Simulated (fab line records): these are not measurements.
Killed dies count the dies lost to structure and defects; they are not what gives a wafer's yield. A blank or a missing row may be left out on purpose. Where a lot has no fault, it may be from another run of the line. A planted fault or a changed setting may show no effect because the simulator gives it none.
fab line records	flow berkeleyCmos170
record lots=15	wafers=45	lastDay=11
route steps=331 shown V1@258 M2@289 V2@302 M3@316
lots with no fault: from the same line, run without faults
startH: hours from the record's first day to the start of the lot's first wafer shown	waitH: hours elapsed since this lot's preceding step	" unchanged from the row above	L1.1+2: a row that stands for several wafers	- no value, or no start given	* or withheld: withheld	< > ~ a bound
route shown NAME@n: NAME is a module with steps in the file, n the number in the route of the first one	usual: mean/standard deviation taken from wafers without a fault	same: alike in all rows	chamber/n: place in a boat	sites: the reading at each site	_std_site: how widely they spread, as a standard deviation	_edge_site: mean of outer sites minus mean of inner sites	radiusMm: for every site, how far away it sits from the centre of the wafer	mask NAME#n: copy n	behind: the most recent tool/chamber to have shaped the wafer	hold: what put the lot on hold/how long, in hours/how the hold closed	device: transistor that didn't switch, given as n, p or np	end of line: the route-end tests of the same wafers	a step given without rows: its recipe and nothing more	killed: dies lost to structure and defects at the first sort, not the wafer's yield	map: a wafer's dies, x killed, . not, _ none there
set.NAME: the setting that was run; set.NAME@STEP: the one run at that earlier step	model.NAME: the simulator's own value behind a step, which no gauge read
route steps across a sampled set of lots; one table per step, one row per wafer
services: a tool's chamber out of use, with start hour (startH, from the record's first day; less than 0 if before it), hours out, and reason
## steps
# step UCB170_V1_THK_MEAS_04
# recipe reads=SiO2_of_V1_CVD_00
# usual V1_POLISHED_THK=999.2/1.6
lot.wafer	tool	chamber	startH	waitH	V1_POLISHED_THK[nm]
L715.2	filmMetro-01	-	148.97	0.1	998.8
L715.3	"	-	"	"	999.1
L715.6	"	-	"	"	998.6
L714.2	filmMetro-02	-	152.49	0.1	999.6
L714.3	"	-	"	"	999.6
L714.6	"	-	"	"	997.3
L716.3	filmMetro-01	-	152.80	0.1	1001.9
L716.5	"	-	"	"	1000.2
L716.6	"	-	"	"	999.1
L720.2	filmMetro-01	-	182.91	0.1	998.1
L720.4	"	-	"	"	1001.6
L720.5	"	-	"	"	999.9
L721.1	filmMetro-01	-	192.93	0.1	998.4
L721.2	"	-	"	"	1000.1
L721.6	"	-	"	"	999.3
L725.1	filmMetro-01	-	201.99	0.1	998.5
L725.3	"	-	"	"	997.6
L725.4	"	-	"	"	996.1
L726.2	filmMetro-01	-	208.04	0.1	998.0
L726.4	"	-	"	"	998.6
L726.5	"	-	"	"	999.6
L728.2	filmMetro-01	-	218.09	0.1	1001.7
L728.3	"	-	"	"	997.3
L728.5	"	-	"	"	998.2
L731.1	filmMetro-01	-	223.35	0.1	1000.6
L731.2	"	-	"	"	1000.0
L731.5	"	-	"	"	998.5
L730.2	filmMetro-01	-	223.66	0.1	999.5
L730.3	"	-	"	"	998.3
L730.6	"	-	"	"	999.2
L732.1	filmMetro-01	-	235.22	0.1	996.4
L732.3	"	-	"	"	999.3
L732.6	"	-	"	"	999.0
L733.1	filmMetro-01	-	235.52	0.1	1000.7
L733.3	"	-	"	"	1001.3
L733.6	"	-	"	"	998.3
L734.1	filmMetro-01	-	248.26	0.1	999.3
L734.3	"	-	"	"	1002.3
L734.5	"	-	"	"	1001.3
L737.1	filmMetro-01	-	258.21	0.1	999.1
L737.3	"	-	"	"	999.1
L737.5	"	-	"	"	999.0
L736.2	filmMetro-01	-	258.82	0.1	998.2
L736.4	"	-	"	"	1002.4
L736.5	"	-	"	"	998.9
# step UCB170_M2_METAL_ETCH_18
# recipe chemistry=Cl2/BCl3	target=Al	stopOn=SiO2	pressureMtorr=12	targetDepthA=11700	overEtchFrac=0.3	timeS=195	icpW=600	biasW=120	Cl2_flow_sccm=90	bcl3FlowSccm=45
# usual drypumpMotorCurrentA=5.8/0.38	oesProductAu=0.846/0.011	throttleValvePct=24.36/0.16
lot.wafer	tool	chamber	startH	waitH	drypumpMotorCurrentA	oesProductAu	rfHoursCounterH	throttleValvePct
L715.2	rieMetal-04	1	153.65	-	6.3	0.864	1	24.45
L715.3	"	0	"	"	5.2	0.831	-	24.35
L715.6	"	1	"	"	6.3	0.863	-	24.45
L714.2	rieMetal-03	0	157.76	-	5.6	0.835	-	24.38
L714.3	"	0	"	"	5.7	0.852	-	24.36
L714.6	"	0	"	"	5.6	0.860	-	24.37
L716.3	rieMetal-04	0	158.29	-	5.3	0.839	-	24.34
L716.5	"	0	"	"	5.2	0.836	-	24.34
L716.6	"	1	"	"	6.3	0.850	-	24.44
L720.2	rieMetal-01	1	188.48	-	5.5	0.846	11	24.00
L720.4	"	1	"	"	5.5	0.839	-	23.99
L720.5	"	0	"	"	5.8	0.825	-	24.53
L721.1	rieMetal-03	1	200.10	-	6.3	0.855	1	24.41
L721.2	"	0	"	"	5.7	0.833	9	24.38
L721.6	"	1	"	"	6.3	0.858	-	24.40
L725.1	rieMetal-01	1	207.70	-	5.5	0.853	12	24.01
L725.3	"	0	"	"	5.7	0.836	-	24.54
L725.4	"	1	"	"	5.5	0.852	-	24.02
L726.2	rieMetal-01	1	212.79	-	5.5	0.854	12	24.00
L726.4	"	0	"	"	5.8	0.841	-	24.54
L726.5	"	0	"	"	5.8	0.840	-	24.54
L728.2	rieMetal-04	0	223.11	-	5.2	0.830	11	24.35
L728.3	"	1	"	"	6.3	0.860	-	24.46
L728.5	"	0	"	"	5.2	0.833	-	24.33
L731.1	rieMetal-03	1	228.49	-	6.3	0.851	2	24.39
L731.2	"	0	"	"	5.6	0.859	10	24.36
L731.5	"	1	"	"	6.3	0.846	-	24.40
L730.2	rieMetal-04	0	228.92	-	5.2	0.832	11	24.35
L730.3	"	1	"	"	6.3	0.841	-	24.46
L730.6	"	1	"	"	6.3	0.851	-	24.47
L732.1	rieMetal-01	0	239.26	-	5.8	0.836	11	24.55
L732.3	"	0	"	"	5.8	0.829	-	24.53
L732.6	"	1	"	"	5.5	0.845	-	24.02
L733.1	rieMetal-03	0	239.67	-	5.7	0.848	11	24.36
L733.3	"	1	"	"	6.3	0.854	-	24.38
L733.6	"	1	"	"	6.3	0.848	-	24.37
L734.1	rieMetal-01	1	252.24	-	5.5	0.840	13	24.00
L734.3	"	1	"	"	5.5	0.851	-	23.99
L734.5	"	1	"	"	5.5	0.857	-	23.98
L737.1	rieMetal-01	0	262.40	-	5.8	0.850	12	24.54
L737.3	"	0	"	"	5.8	0.847	-	24.53
L737.5	"	0	"	"	5.8	0.838	-	24.53
L736.2	rieMetal-03	1	263.07	-	6.3	0.861	3	24.38
L736.4	"	1	"	"	6.3	0.850	-	24.38
L736.5	"	1	"	"	6.2	0.852	-	24.38
# step UCB170_V2_PEB_10
# recipe pebTempC=130	pebTimeS=withheld	resist=KrF
# usual chillPlateTempC=22.99/0.1	exhaustPa=44.9/0.95
lot.wafer	tool	chamber	startH	waitH	chillPlateTempC	exhaustPa
L715.2	lithoTrack-04	0	155.98	0.6	23.02	44.8
L715.3	"	0	"	"	22.99	45.2
L715.6	"	0	"	"	22.95	44.4
L714.2	lithoTrack-02	0	160.10	0.1	22.87	44.4
L714.3	"	0	"	"	23.05	44.7
L714.6	"	0	"	"	23.11	45.9
L716.3	lithoTrack-02	0	160.48	0.1	22.95	45.8
L716.5	"	0	"	"	23.02	45.3
L716.6	"	0	"	"	23.01	44.4
L720.2	lithoTrack-04	0	190.94	0.1	23.00	45.0
L720.4	"	0	"	"	22.93	44.8
L720.5	"	0	"	"	22.91	44.5
L721.1	lithoTrack-02	0	203.47	0.3	23.21	45.1
L721.2	"	0	"	"	23.07	44.7
L721.6	"	0	"	"	23.03	42.5
L725.1	lithoTrack-03	-	210.08	0.1	-	-
L725.3	"	-	"	"	-	-
L725.4	"	-	"	"	-	-
L726.2	lithoTrack-02	-	214.86	0.1	-	-
L726.4	"	-	"	"	-	-
L726.5	"	-	"	"	-	-
L728.2	lithoTrack-03	-	225.30	0.1	-	-
L728.3	"	-	"	"	-	-
L728.5	"	-	"	"	-	-
L731.1	lithoTrack-03	0	230.46	0.1	23.23	43.7
L731.2	"	0	"	"	23.05	44.8
L731.5	"	0	"	"	23.01	45.8
L730.2	lithoTrack-04	0	231.25	0.5	23.05	44.7
L730.3	"	0	"	"	22.96	44.1
L730.6	"	0	"	"	23.04	43.7
L732.1	lithoTrack-02	0	241.70	0.2	23.27	43.8
L732.3	"	0	"	"	23.02	43.8
L732.6	"	0	"	"	23.17	43.5
L733.1	lithoTrack-02	0	241.98	0.2	22.86	43.7
L733.3	"	0	"	"	23.04	45.5
L733.6	"	0	"	"	22.92	45.0
L734.1	lithoTrack-03	0	254.09	0.1	23.13	45.1
L734.3	"	0	"	"	22.98	44.7
L734.5	"	0	"	"	22.99	45.6
L737.1	lithoTrack-03	0	264.80	0.5	22.90	44.4
L737.3	"	0	"	"	22.98	44.7
L737.5	"	0	"	"	23.00	46.4
L736.2	lithoTrack-04	0	265.91	0.1	23.16	45.7
L736.4	"	0	"	"	23.11	45.7
L736.5	"	0	"	"	23.21	45.0
# step UCB170_M3_STRIP_07
# recipe chemistry=O2	powerW=400	pressureMtorr=3500	platenTempC=withheld	o2FlowSccm=400	overashFraction=0.5
# usual drypumpMotorCurrentA=5.6/0.31	o2FlowSccm=400.0/1.3	oesProductAu=0.734/0.0044	stripTimeToEndpointS=21.97/0.054
lot.wafer	tool	chamber	startH	waitH	drypumpMotorCurrentA	o2FlowSccm	oesProductAu	rfHoursCounterH	stripTimeToEndpointS
L715.2	plasmaAsher-03	0	157.56	0.1	5.8	399.0	0.737	4	21.91
L715.3	"	0	"	"	5.8	399.4	0.736	-	22.00
L715.6	"	1	"	"	5.3	401.3	0.738	-	22.01
L714.2	plasmaAsher-01	1	161.68	0.1	6.0	400.5	0.740	40	21.93
L714.3	"	0	"	"	5.6	399.9	0.733	-	21.99
L714.6	"	0	"	"	5.6	400.8	0.735	-	21.99
L716.3	plasmaAsher-02	0	162.17	0.1	5.8	399.9	0.733	-	21.98
L716.5	"	1	"	"	5.0	399.0	0.737	-	22.01
L716.6	"	0	"	"	5.8	399.4	0.741	-	21.96
L720.2	plasmaAsher-01	0	192.97	0.1	5.5	403.8	0.733	44	21.92
L720.4	"	1	"	"	6.0	401.5	0.744	-	21.95
L720.5	"	0	"	"	5.5	401.6	0.725	-	21.96
L721.1	plasmaAsher-01	1	205.08	0.1	6.0	399.8	0.739	45	21.97
L721.2	"	0	"	"	5.5	397.6	0.732	45	21.96
L721.6	"	1	"	"	6.0	398.9	0.742	-	21.92
L731.1	plasmaAsher-02	0	232.07	0.1	5.8	400.2	0.737	54	21.95
L731.2	"	1	"	"	5.1	400.9	0.731	54	21.99
L731.5	"	0	"	"	5.8	400.3	0.729	-	22.04
L730.2	plasmaAsher-01	0	232.83	0.1	5.5	401.5	0.728	48	21.88
L730.3	"	1	"	"	6.0	400.8	0.734	-	21.82
L730.6	"	1	"	"	5.9	401.9	0.733	-	21.89
L732.1	plasmaAsher-01	1	243.31	0.1	6.0	398.5	0.728	50	21.91
L732.3	"	0	"	"	5.5	399.3	0.740	-	21.99
L732.6	"	0	"	"	5.6	397.9	0.733	-	22.02
L733.1	plasmaAsher-03	0	243.76	0.1	5.8	400.3	0.730	14	21.92
L733.3	"	1	"	"	5.2	398.7	0.739	-	21.92
L733.6	"	1	"	"	5.2	400.0	0.742	-	21.96
L734.1	plasmaAsher-03	0	255.70	0.1	5.8	400.4	0.735	15	21.96
L734.3	"	1	"	"	5.3	399.1	0.736	-	21.91
L734.5	"	0	"	"	5.8	400.7	0.742	-	22.01
L737.1	plasmaAsher-01	1	266.41	0.1	6.0	398.6	0.738	51	21.95
L737.3	"	1	"	"	5.9	398.2	0.724	-	21.88
L737.5	"	1	"	"	6.0	399.5	0.740	-	21.90
L736.2	plasmaAsher-03	0	268.15	0.1	5.8	400.3	0.737	16	21.95
L736.4	"	0	"	"	5.8	399.8	0.733	-	21.93
L736.5	"	0	"	"	5.8	397.7	0.731	-	21.92
## services
tool	chamber	startH	hours	kind
rieMetal-03	-	129.90	0.8	repair
plasmaAsher-03	-	139.28	9.0	repair
rieMetal-03	1	148.46	-	clean
rieMetal-03	1	148.46	17.9	scheduledDown
rieMetal-03	1	148.46	17.9	ventCycle
rieMetal-03	-	158.08	2.8	pm
rieMetal-04	-	171.74	2.8	pm
rieMetal-01	-	186.15	1.4	pm
plasmaAsher-01	-	243.73	4.2	repair
plasmaAsher-02	-	254.93	1.8	repair
rieMetal-01	1	260.26	-	clean
plasmaAsher-02	-	267.36	2.8	pm
## key
firstSign step=UCB170_V2_PEB_10	reading=toolRecord	direction=missing
effect none on later readings
metAt UCB170_V2_PEB_10
struckLots L725,L726,L728
laterRowsLeftOut L725.1,L725.3,L725.4,L726.2,L726.4,L726.5,L728.2,L728.3,L728.5
sortLeftOut L725.1,L725.3,L725.4,L726.2,L726.4,L726.5,L728.2,L728.3,L728.5
notActingAt UCB170_V1_THK_MEAS_04,UCB170_M2_METAL_ETCH_18,UCB170_M3_STRIP_07
onsetBetween 203.47 210.08
fault kind=skippedStepWhole	tool=lithoTrack-02,lithoTrack-03	chamber=-	onsetH=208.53	steps=UCB170_V2_PEB_10	scope=struckLotsOnly
# sortLeftOut: the simulated sort isn't trusted on such a fault, so these wafers' sort isn't shown, and their yield isn't known
# laterRowsLeftOut: the simulator's readings of these wafers behind a module that went badly wrong aren't trusted and aren't shown, but for the sort
